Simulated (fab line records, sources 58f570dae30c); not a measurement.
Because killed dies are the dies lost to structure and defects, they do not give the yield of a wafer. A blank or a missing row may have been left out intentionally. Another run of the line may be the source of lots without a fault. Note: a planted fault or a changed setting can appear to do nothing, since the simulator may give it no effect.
Which tool is to blame? || flow berkeleyCmos170 || Sampling: 13 lots, 39 wafers, 5 of 331 route steps

## WHAT THE GAUGES SHOWED, per wafer
UCB170_PWELL_OVL_MEAS_13. Usual: PWELL_OVL typically reads 3 nm, with standard deviation 5.7.
{"lot": "L903", "measured": "day 3 04:33", "on": "overlay-01", "PWELL_OVL (nm)": "3 -2 -5", "flag": ""}
{"lot": "L904", "measured": "day 3 08:54", "on": "overlay-01", "PWELL_OVL (nm)": "-2 1 -1", "flag": ""}
{"lot": "L905", "measured": "day 3 14:34", "on": "overlay-02", "PWELL_OVL (nm)": "3 3 6", "flag": ""}
{"lot": "L907", "measured": "day 4 05:09", "on": "overlay-02", "PWELL_OVL (nm)": "5 9 7", "flag": ""}
{"lot": "L911", "measured": "day 5 01:42", "on": "overlay-02", "PWELL_OVL (nm)": "-1 3 -6", "flag": ""}
{"lot": "L910", "measured": "day 5 01:50", "on": "overlay-02", "PWELL_OVL (nm)": "2 -2 0", "flag": ""}
{"lot": "L915", "measured": "day 5 22:28", "on": "overlay-01", "PWELL_OVL (nm)": "1 4 8", "flag": ""}
{"lot": "L914", "measured": "day 5 22:46", "on": "overlay-01", "PWELL_OVL (nm)": "- - -", "flag": "OFF"}
{"lot": "L916", "measured": "day 6 04:31", "on": "overlay-02", "PWELL_OVL (nm)": "-2 8 -1", "flag": ""}
{"lot": "L921", "measured": "day 7 05:48", "on": "overlay-01", "PWELL_OVL (nm)": "16 10 15", "flag": ""}
{"lot": "L923", "measured": "day 7 08:13", "on": "overlay-02", "PWELL_OVL (nm)": "11 3 1", "flag": ""}
{"lot": "L924", "measured": "day 7 17:50", "on": "overlay-02", "PWELL_OVL (nm)": "-4 -11 -9", "flag": ""}
{"lot": "L925", "measured": "day 7 18:34", "on": "overlay-01", "PWELL_OVL (nm)": "13 6 5", "flag": ""}

UCB170_PWELL_TW_MEAS_17. Usual: PWELL_TW typically reads 378, with standard deviation 3.6.
{"lot": "L903", "measured": "day 3 04:56", "on": "filmMetro-03", "PWELL_TW": "381 381 382", "flag": ""}
{"lot": "L904", "measured": "day 3 09:17", "on": "filmMetro-03", "PWELL_TW": "385 385 383", "flag": ""}
{"lot": "L905", "measured": "day 3 14:58", "on": "filmMetro-03", "PWELL_TW": "381 380 383", "flag": ""}
{"lot": "L907", "measured": "day 4 05:32", "on": "filmMetro-01", "PWELL_TW": "372 374 374", "flag": ""}
{"lot": "L911", "measured": "day 5 02:05", "on": "filmMetro-03", "PWELL_TW": "379 379 381", "flag": ""}
{"lot": "L910", "measured": "day 5 02:13", "on": "filmMetro-04", "PWELL_TW": "375 380 379", "flag": ""}
{"lot": "L915", "measured": "day 5 22:52", "on": "filmMetro-03", "PWELL_TW": "378 381 378", "flag": ""}
{"lot": "L914", "measured": "day 5 23:09", "on": "filmMetro-04", "PWELL_TW": "30 30 30", "flag": "OFF"}
{"lot": "L916", "measured": "day 6 04:55", "on": "filmMetro-03", "PWELL_TW": "382 377 379", "flag": ""}
{"lot": "L921", "measured": "day 7 06:11", "on": "filmMetro-03", "PWELL_TW": "379 378 381", "flag": ""}
{"lot": "L923", "measured": "day 7 08:37", "on": "filmMetro-03", "PWELL_TW": "380 380 382", "flag": ""}
{"lot": "L924", "measured": "day 7 18:13", "on": "filmMetro-04", "PWELL_TW": "379 380 380", "flag": ""}
{"lot": "L925", "measured": "day 7 18:56", "on": "filmMetro-01", "PWELL_TW": "373 372 373", "flag": ""}

UCB170_V2_THK_MEAS_01. Usual: V2_TEOS_THK typically reads 1999 nm, with standard deviation 27.
{"lot": "L903", "measured": "day 8 09:02", "on": "filmMetro-02", "V2_TEOS_THK (nm)": "1985 2032 2034", "flag": ""}
{"lot": "L904", "measured": "day 8 09:14", "on": "filmMetro-03", "V2_TEOS_THK (nm)": "2006 1976 2019", "flag": ""}
{"lot": "L905", "measured": "day 9 01:31", "on": "filmMetro-04", "V2_TEOS_THK (nm)": "1974 2016 2019", "flag": ""}
{"lot": "L907", "measured": "day 9 01:13", "on": "filmMetro-03", "V2_TEOS_THK (nm)": "2004 2000 2016", "flag": ""}
{"lot": "L911", "measured": "day 9 19:14", "on": "filmMetro-04", "V2_TEOS_THK (nm)": "2017 2001 2010", "flag": ""}
{"lot": "L910", "measured": "day 9 18:43", "on": "filmMetro-02", "V2_TEOS_THK (nm)": "1972 1992 2002", "flag": ""}
{"lot": "L915", "measured": "day 10 06:32", "on": "filmMetro-02", "V2_TEOS_THK (nm)": "1934 1994 1946", "flag": ""}
{"lot": "L916", "measured": "day 11 00:00", "on": "filmMetro-03", "V2_TEOS_THK (nm)": "1986 2009 2031", "flag": ""}
{"lot": "L921", "measured": "day 12 01:29", "on": "filmMetro-02", "V2_TEOS_THK (nm)": "1953 2008 1955", "flag": ""}
{"lot": "L923", "measured": "day 12 01:59", "on": "filmMetro-04", "V2_TEOS_THK (nm)": "1934 1979 1971", "flag": ""}
{"lot": "L924", "measured": "day 12 03:12", "on": "filmMetro-02", "V2_TEOS_THK (nm)": "1955 1961 1998", "flag": ""}
{"lot": "L925", "measured": "day 12 08:05", "on": "filmMetro-04", "V2_TEOS_THK (nm)": "1991 2012 2012", "flag": ""}

UCB170_V2_THK_MEAS_04. Usual: V2_POLISHED_THK typically reads 1011.9 nm, with standard deviation 1.
{"lot": "L903", "measured": "day 8 09:31", "on": "filmMetro-02", "V2_POLISHED_THK (nm)": "1010.5 1011.4 1011.3", "flag": ""}
{"lot": "L904", "measured": "day 8 09:43", "on": "filmMetro-04", "V2_POLISHED_THK (nm)": "1014.1 1012.4 1013.1", "flag": ""}
{"lot": "L905", "measured": "day 9 01:59", "on": "filmMetro-04", "V2_POLISHED_THK (nm)": "1012.3 1012.2 1012.0", "flag": ""}
{"lot": "L907", "measured": "day 9 01:41", "on": "filmMetro-03", "V2_POLISHED_THK (nm)": "1011.0 1012.9 1009.5", "flag": ""}
{"lot": "L911", "measured": "day 9 19:43", "on": "filmMetro-03", "V2_POLISHED_THK (nm)": "1009.6 1011.9 1010.8", "flag": ""}
{"lot": "L910", "measured": "day 9 19:11", "on": "filmMetro-04", "V2_POLISHED_THK (nm)": "1013.4 1012.4 1011.2", "flag": ""}
{"lot": "L915", "measured": "day 10 07:01", "on": "filmMetro-02", "V2_POLISHED_THK (nm)": "1010.3 1012.5 1011.6", "flag": ""}
{"lot": "L916", "measured": "day 11 00:29", "on": "filmMetro-03", "V2_POLISHED_THK (nm)": "1011.2 1012.6 1011.4", "flag": ""}
{"lot": "L921", "measured": "day 12 01:58", "on": "filmMetro-02", "V2_POLISHED_THK (nm)": "1012.7 1013.2 1011.1", "flag": ""}
{"lot": "L923", "measured": "day 12 02:28", "on": "filmMetro-03", "V2_POLISHED_THK (nm)": "1012.1 1012.8 1013.0", "flag": ""}
{"lot": "L924", "measured": "day 12 03:41", "on": "filmMetro-04", "V2_POLISHED_THK (nm)": "1011.0 1012.7 1013.5", "flag": ""}
{"lot": "L925", "measured": "day 12 08:34", "on": "filmMetro-02", "V2_POLISHED_THK (nm)": "1012.8 1014.7 1013.2", "flag": ""}

## WHICH TOOL RAN EACH LOT (tool, then ch and the chambers of the sampled wafers, then the start)
{"lot": "L903", "UCB170_PWELL_EXPOSE_10": "krfScanner-01 ch 0, day 3 03:28"}
{"lot": "L904", "UCB170_PWELL_EXPOSE_10": "krfScanner-01 ch 0, day 3 08:31"}
{"lot": "L905", "UCB170_PWELL_EXPOSE_10": "krfScanner-02 ch 0, day 3 13:26"}
{"lot": "L907", "UCB170_PWELL_EXPOSE_10": "krfScanner-02 ch 0, day 4 04:38"}
{"lot": "L911", "UCB170_PWELL_EXPOSE_10": "krfScanner-01 ch 0, day 5 01:19"}
{"lot": "L910", "UCB170_PWELL_EXPOSE_10": "krfScanner-01 ch 0, day 5 01:28"}
{"lot": "L915", "UCB170_PWELL_EXPOSE_10": "krfScanner-02 ch 0, day 5 21:29"}
{"lot": "L914", "UCB170_PWELL_EXPOSE_10": "krfScanner-02 ch 0, day 5 21:37"}
{"lot": "L916", "UCB170_PWELL_EXPOSE_10": "krfScanner-02 ch 0, day 6 03:23"}
{"lot": "L921", "UCB170_PWELL_EXPOSE_10": "krfScanner-02 ch 0, day 7 04:44"}
{"lot": "L923", "UCB170_PWELL_EXPOSE_10": "krfScanner-02 ch 0, day 7 07:28"}
{"lot": "L924", "UCB170_PWELL_EXPOSE_10": "krfScanner-01 ch 0, day 7 17:09"}
{"lot": "L925", "UCB170_PWELL_EXPOSE_10": "krfScanner-02 ch 0, day 7 17:25"}
- UCB170_PWELL_EXPOSE_10: exposes mask PWELL, target cd 3000 nm.

## AS READ BY THE TOOLS THEMSELVES (means over the sampled wafers that have a number; for cases with no such wafer, the mark the record gives instead)
The record holds no such reading with a usual standard deviation.

## THE ANSWER, worked out from the rows above alone
Rule: lot off if the mean of its wafers having a number is beyond 3 standard deviations from the usual mean. A lot without any number at a reading at which 4 lots or more have one is off too. All remaining lots with rows at the step are treated as sound. First the gauges in route order, then the tools' own readings, where a lot's mean is used as printed above. The first step at which some lot is off is used, and at that step the reading that is off furthest; a lot without a number counts as furthest.
Off: L914, at UCB170_PWELL_OVL_MEAS_13 (PWELL_OVL). Without a number there: L914.
A tool fits if, at a process step before that reading, it ran every lot that is off, and no sound lot after the first of them. The gauges at UCB170_PWELL_OVL_MEAS_13 aren't tried: what is off there is off at UCB170_PWELL_TW_MEAS_17 too, on other tools, and a gauge's error can't cause that. Of those tried, none fits.

## WHAT THE SIMULATOR HAD PUT IN
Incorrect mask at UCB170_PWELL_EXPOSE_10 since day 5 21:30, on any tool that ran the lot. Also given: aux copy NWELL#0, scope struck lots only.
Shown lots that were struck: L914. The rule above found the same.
